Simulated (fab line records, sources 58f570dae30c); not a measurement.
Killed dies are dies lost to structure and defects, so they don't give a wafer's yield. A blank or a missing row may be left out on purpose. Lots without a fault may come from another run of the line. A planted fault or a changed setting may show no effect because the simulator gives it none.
Problem report in the 8D (eight disciplines) form, filled by code | flow berkeley_cmos170 | the parts of the form that need people (team, actions taken, sign-off) are left out

1. THE PROBLEM
run_length_s at UCB170_GATE_ETCH_15 reads a mean of 61.5 s on 2 wafers of 2 lots; wafers without a fault read 84.6 s with a standard deviation of 0.45. That is -51 standard deviations from the usual mean.
The step: etches poly-Si in HBr/Cl2, stops on SiO2, time 56.3 s, target depth 278.2 nm.
First seen on wafer L147.3, day 9 10:41, on rie_si-02. The record holds 40 wafers of 14 lots with a number at this step. Rule for "out", or "out of limits": more than 4 standard deviations from the usual mean. The other wafers with a number count as sound.

2. WHAT IT IS AND WHAT IT IS NOT
question                    | is                           | is not
which readings at this step | run_length_s, oes_product_au | drypump_motor_current_A, throttle_valve_pct
which lots                  | L147, L149                   | L135, L138, L139, L140, L141, L142, L144, L146, L150, L154, L156, L157
which wafers of those lots  | L147.3, L149.3               | L147.5, L147.6
read on which tools         | rie_si-02                    | rie_si-01
when                        | from day 9 10:41             | up to then (26 sound wafers); but 12 sound wafers of L150, L154, L156, L157 came after

3. SUSPECTS, AND WHAT RULES EACH OUT
Counting: a tool at a process step up to the reading stays a suspect if it ran every lot that is out. Sound lots after the first of them don't rule it out here, since some wafers of a struck lot are sound.
- rie_si-02 at UCB170_GATE_ETCH_15 (etches poly-Si in HBr/Cl2, stops on SiO2, time 56.3 s, target depth 278.2 nm): kept. It ran every lot that is out, first L147 (day 9 10:41); its last sound lot up to then is L144 (day 8 21:56). Its own readings are out on those wafers: oes_product_au, run_length_s.
- Within rie_si-02 at UCB170_GATE_ETCH_15: the wafers that are out ran in chamber 2; their sound lot-mates ran in chambers 0, 1.
Left after counting: rie_si-02 at UCB170_GATE_ETCH_15.

4. THE CAUSE (what the simulator had put in)
Process parameter drift: rie_si-02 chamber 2, from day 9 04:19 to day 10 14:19, at UCB170_GATE_ETCH_15. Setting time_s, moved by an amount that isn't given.
Counting left only this tool.

5. THE CHAIN OF EFFECTS, in route order
Each row: a reading whose mean over the struck wafers that have a number lies more than 3 standard deviations from the usual. Only readings for which the record gives a usual standard deviation are gone through. hours: the time from each lot's start at the first step in this table that gives one to its start at this step, as a median over the lots. sigmas: the change in usual standard deviations.
hours | step                | reading        | usual      | on struck wafers | change | sigmas
0     | UCB170_GATE_ETCH_15 | oes_product_au | 0.833 a.u. | 1.011            | +0.178 | +13
0     | UCB170_GATE_ETCH_15 | run_length_s   | 84.6 s     | 61.5             | -23.1  | -51
The process steps in it:
- UCB170_GATE_ETCH_15: etches poly-Si in HBr/Cl2, stops on SiO2, time 56.3 s, target depth 278.2 nm.

6. WHAT WOULD HAVE CAUGHT IT SOONER
In this record the first reading out of limits was taken at day 9 10:41, 6 hours after the fault began at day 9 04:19.
